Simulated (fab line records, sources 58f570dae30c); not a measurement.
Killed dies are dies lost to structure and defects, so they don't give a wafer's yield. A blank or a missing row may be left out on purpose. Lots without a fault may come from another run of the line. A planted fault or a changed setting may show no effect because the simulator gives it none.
Split-lot experiment | flow berkeley_cmos170 | 5 lots, 23 wafers read, on a route of 331 steps

THE SPLIT
At UCB170_V2_CMP_02 (polishes SiO2), the setting leave_above_ref_nm was moved away from the recipe's 1000 nm on 5 of the 23 wafers read, by -3.2% to +4.4%. The other wafers ran this setting at the recipe's value.

The file shows no step between the split and the reading.

THE READING
V2_POLISHED_THK, in nm, at UCB170_V2_THK_MEAS_04. Fault-free wafers of this fab line usually give 1000.3 nm, standard deviation 1.1 nm.

wafer  | tool, chamber at the split | leave_above_ref_nm as run, nm | against the recipe | V2_POLISHED_THK, nm | against lot-mates on the recipe
L074.1 | cmp-02, 1,0                | 1000                          | recipe             | 1000.9              | -
L074.5 | cmp-02, 1,0                | 1000                          | recipe             | 1001.3              | -
L074.6 | cmp-02, 1                  | 1000                          | recipe             | 1002.3              | -
L076.1 | cmp-01, 2                  | 1000                          | recipe             | 999.9               | -
L076.3 | cmp-01, 3                  | 1000                          | recipe             | 998.0               | -
L076.4 | cmp-01, 0                  | 967.5                         | -3.2%              | 966.4               | -32.3
L076.5 | cmp-01, 3                  | 967.5                         | -3.2%              | 967.6               | -31.1
L076.6 | cmp-01, 0                  | 1000                          | recipe             | 998.3               | -
L079.2 | cmp-01, 3                  | 1000                          | recipe             | 998.9               | -
L079.3 | cmp-01, 2                  | 1000                          | recipe             | 998.6               | -
L079.4 | cmp-01, 0                  | 1000                          | recipe             | 998.5               | -
L079.5 | cmp-01, 2                  | 1000                          | recipe             | 996.9               | -
L079.6 | cmp-01, 3                  | 1000                          | recipe             | 998.7               | -
L080.1 | cmp-01, 2,3,0,1,2          | 1000                          | recipe             | 1002.3              | -
L080.2 | cmp-01, 2,3,0,1,2          | 1000                          | recipe             | 1001.7              | -
L080.3 | cmp-01, 2,3,0,1,2          | 1000                          | recipe             | 1001.1              | -
L080.4 | cmp-01, 2,3,0,1,2          | 1000                          | recipe             | 1000.5              | -
L080.6 | cmp-01, 2,3,0,1,2          | 1000                          | recipe             | 1000.7              | -
L083.1 | cmp-01, 3,0,2              | 1044                          | +4.4%              | 1046.1              | +45.7
L083.2 | cmp-01, 3,0,2              | 1044                          | +4.4%              | 1045.5              | +45.1
L083.3 | cmp-01, 3,0,2              | 1044                          | +4.4%              | 1044.1              | +43.7
L083.4 | cmp-01, 1,3                | 1000                          | recipe             | 1000.6              | -
L083.5 | cmp-01, 1,3                | 1000                          | recipe             | 1000.1              | -
Where a row lists several chambers, the file gives one row for several wafers and doesn't say which wafer went through which chamber.

THE FIT
A straight line over all 23 wafers: V2_POLISHED_THK changes by +10.2 nm for each +1% of leave_above_ref_nm; r = +1.00; the points scatter about the line by 1.5 nm.
The same after taking each lot's own level away (the mean of its wafers on the recipe; 23 wafers): +10.1 nm for each +1%; r = +1.00; scatter 0.79 nm.
On that fit, the largest move of leave_above_ref_nm shifts the reading by 44 nm.
The lots' own levels span 998.32 to 1001.50 nm, that is 2.9 times the standard deviation above.
So the lot-to-lot level changes the slope little: the two slopes agree.
Check: with one of the wafers moved furthest among these (+4.4%) left out of the fit, the line predicts +44 nm for it against its lot-mates. It came out at +45.7 nm against them.

OTHER SPLITS ON THESE WAFERS
These wafers also went through other splits before the reading. Each is held against what the fit with the lots' levels taken away leaves over:
other split on the same wafers   | wafers away from the commonest value | r with V2_POLISHED_THK (lot level and that fit taken away)
UCB170_CONTACT_EXPOSE_12 dose_mj | 8                                    | -0.37
UCB170_CONTACT_ETCH_18 time_s    | 7                                    | +0.06
UCB170_V1_ETCH_14 time_s         | 8                                    | +0.26
UCB170_M2_SPUTTER_01 time_s      | 8                                    | +0.15

THE WHOLE CHAIN: every reading that the file lists as answering this split, in the file's order
step                  | what it does                                                              | reading                                                                   | change (the file's fit)              | r (the file's)
UCB170_V2_CMP_02      | polishes SiO2                                                             | SiO2_of_V2_CVD_00.thk_nm (the simulator's own value, which no gauge read) | +10.1 nm for each +1% of the setting | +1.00
UCB170_V2_THK_MEAS_04 |                                                                           | V2_POLISHED_THK                                                           | +10 for each +1% of the setting      | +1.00
UCB170_V2_ETCH_14     | etches SiO2 in CHF3/CF4/Ar, stops on Al, target depth 1250 nm, time 291 s | V2.feature_depth_nm (the simulator's own value, which no gauge read)      | +10 nm for each +1% of the setting   | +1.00

THE FILE'S OWN FIT
V2_POLISHED_THK changes by +10 nm for each +1% of leave_above_ref_nm, r = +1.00.
